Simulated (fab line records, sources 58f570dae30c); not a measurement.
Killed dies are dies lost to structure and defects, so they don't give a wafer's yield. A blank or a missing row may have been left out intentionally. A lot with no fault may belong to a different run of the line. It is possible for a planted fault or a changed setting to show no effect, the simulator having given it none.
Which of the tools did it? | flow berkeley cmos170 | 14 lots with 42 wafers sampled at 5 steps, on a route of 331 steps

## WHAT EACH GAUGE READ, for each wafer
UCB170_NWELL_TW_MEAS_16. Usual: NWELL_TW 1249, standard deviation 17.
lot  | measured    | on            | NWELL_TW       | flag
L116 | day 2 14:32 | film metro-01 | 1263 1262 1260 |
L118 | day 3 01:19 | film metro-02 | 1262 1264 1258 |
L119 | day 3 05:04 | film metro-02 | 1257 1263 1259 |
L120 | day 3 12:23 | film metro-01 | 1262 1264 1256 |
L121 | day 3 12:58 | film metro-03 | 1216 1219 1217 |
L122 | day 3 18:19 | film metro-01 | 1258 1257 1254 |
L125 | day 3 23:19 | film metro-01 | 1264 1257 1262 |
L126 | day 4 12:01 | film metro-01 | 1273 1264 1260 |
L127 | day 4 18:19 | film metro-02 | 1267 1258 1258 |
L129 | day 5 08:47 | film metro-02 | 1265 1264 1262 |
L130 | day 5 12:14 | film metro-02 | 1263 1261 1261 |
L133 | day 5 14:51 | film metro-03 | 386 377 400    | OFF
L131 | day 5 15:12 | film metro-03 | 1241 1231 1233 |
L136 | day 6 13:29 | film metro-02 | 386 390 391    | OFF

UCB170_PWELL_THK_MEAS_06. Usual: PWELL_NITRIDE_THK 221.0 nm, standard deviation 2.5.
lot  | measured    | on            | PWELL_NITRIDE_THK (nm) | flag
L116 | day 3 07:27 | film metro-03 | 223.4 223.0 224.7      |
L118 | day 3 18:56 | film metro-03 | 221.5 223.6 221.4      |
L119 | day 3 18:56 | film metro-02 | 218.5 221.5 218.8      |
L120 | day 4 04:10 | film metro-03 | 217.2 217.0 217.7      |
L121 | day 4 04:08 | film metro-02 | 222.2 223.9 223.6      |
L122 | day 4 11:22 | film metro-02 | 220.7 219.4 220.1      |
L125 | day 4 23:55 | film metro-02 | 224.3 223.6 222.9      |
L126 | day 5 08:13 | film metro-04 | 217.3 218.9 219.4      |
L127 | day 5 10:08 | film metro-02 | 220.6 219.1 219.1      |
L129 | day 6 03:08 | film metro-03 | 218.2 217.6 217.8      |
L130 | day 6 03:08 | film metro-02 | 216.9 216.6 215.7      |
L131 | day 6 09:03 | film metro-04 | 221.5 222.0 221.2      |

UCB170_PVT_OVL_MEAS_06. Usual: PVT_OVL 1 nm, standard deviation 5.4.
lot  | measured    | on         | PVT_OVL (nm) | flag
L116 | day 6 02:43 | overlay-01 | 3 -3 -7      |
L118 | day 6 20:29 | overlay-01 | 2 3 -4       |
L119 | day 6 21:02 | overlay-01 | -1 -1 -2     |
L120 | day 7 03:44 | overlay-02 | 7 3 3        |
L121 | day 7 04:00 | overlay-02 | 0 -2 -4      |
L122 | day 8 00:13 | overlay-02 | 5 1 2        |
L125 | day 7 23:40 | overlay-02 | -4 -4 4      |
L126 | day 8 05:41 | overlay-01 | -1 -4 5      |
L127 | day 8 05:52 | overlay-02 | 6 8 1        |
L129 | day 9 05:08 | overlay-01 | 0 4 7        |
L130 | day 9 04:18 | overlay-01 | 3 7 7        |
L131 | day 9 15:04 | overlay-02 | -10 -5 -9    |

UCB170_GATE_THK_MEAS_02. Usual: GATE_OXIDE_THK 6.61 nm, standard deviation 0.17.
lot  | measured    | on            | GATE_OXIDE_THK (nm) | flag
L116 | day 6 08:09 | film metro-02 | 6.57 6.72 6.60      |
L118 | day 7 03:22 | film metro-02 | 6.55 6.45 6.66      |
L119 | day 7 03:22 | film metro-04 | 6.61 6.71 6.75      |
L120 | day 7 10:28 | film metro-01 | 6.32 6.44 6.32      |
L121 | day 7 10:27 | film metro-04 | 6.42 6.51 6.60      |
L122 | day 8 06:01 | film metro-04 | 6.50 6.58 6.59      |
L125 | day 8 05:54 | film metro-04 | 6.31 6.25 6.29      |
L126 | day 8 13:41 | film metro-04 | 6.72 6.70 6.74      |
L127 | day 8 13:43 | film metro-02 | 6.54 6.53 6.49      |
L129 | day 9 10:36 | film metro-04 | 6.67 6.63 6.71      |
L130 | day 9 10:36 | film metro-02 | 6.78 6.83 6.79      |
L131 | day 9 22:27 | film metro-01 | 6.82 6.81 6.93      |

## WHAT TOOL EACH LOT RAN ON (gives the tool, then ch and the chambers of the sampled wafers, and finally the start)
lot  | UCB170_NWELL_DEVELOP_11
L116 | litho track-03 ch 0, day 2 14:00
L118 | litho track-04 ch 0, day 3 00:00
L119 | litho track-01 ch 0, day 3 04:00
L120 | litho track-04 ch 0, day 3 11:00
L121 | litho track-01 ch 0, day 3 12:00
L122 | litho track-03 ch 0, day 3 17:00
L125 | litho track-03 ch 0, day 3 22:00
L126 | litho track-04 ch 0, day 4 11:00
L127 | litho track-04 ch 0, day 4 17:00
L129 | litho track-03 ch 0, day 5 08:00
L130 | litho track-03 ch 0, day 5 11:00
L133 | litho track-03 ch 0, day 5 14:00
L131 | litho track-01 ch 0, day 5 14:00
L136 | litho track-03 ch 0, day 6 12:00
- UCB170_NWELL_DEVELOP_11: develop time 45 s.

## AS READ BY THE TOOLS THEMSELVES (means over the sampled wafers that have a number; for cases with no such wafer, the mark the record gives instead)
The record holds no such reading with a usual standard deviation.

## THE ANSWER, worked out from the rows above alone
Rule: lot off if the mean of its wafers having a number is beyond 3 standard deviations from the usual mean. Also off: a lot with no number at a reading for which 4 or more lots have one. The other lots that the step has rows for count as sound. First the gauges in route order, then the tools' own readings, where a lot's mean is used as printed above. At the first step where some lot is off, the reading lying furthest off is the one used; lots without a number count as furthest.
Off: at UCB170_NWELL_TW_MEAS_16 (NWELL_TW), L133, L136.
A tool fits if, at a process step before that reading, it ran every lot that is off, and no sound lot after the first of them. Those tools and the gauges at UCB170_NWELL_TW_MEAS_16 are tried in the same way. One fits: UCB170_NWELL_DEVELOP_11 on litho track-03. A fault onset in the window from L130 (day 5 11:00, its last sound lot) to L133 (day 5 14:00, its first lot off) fits.

## WHAT THE SIMULATOR HAD PUT IN
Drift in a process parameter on litho track-03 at UCB170_NWELL_DEVELOP_11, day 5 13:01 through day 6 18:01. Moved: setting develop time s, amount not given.
Struck lots among those shown: L133, L136. Same finding as the rule above.
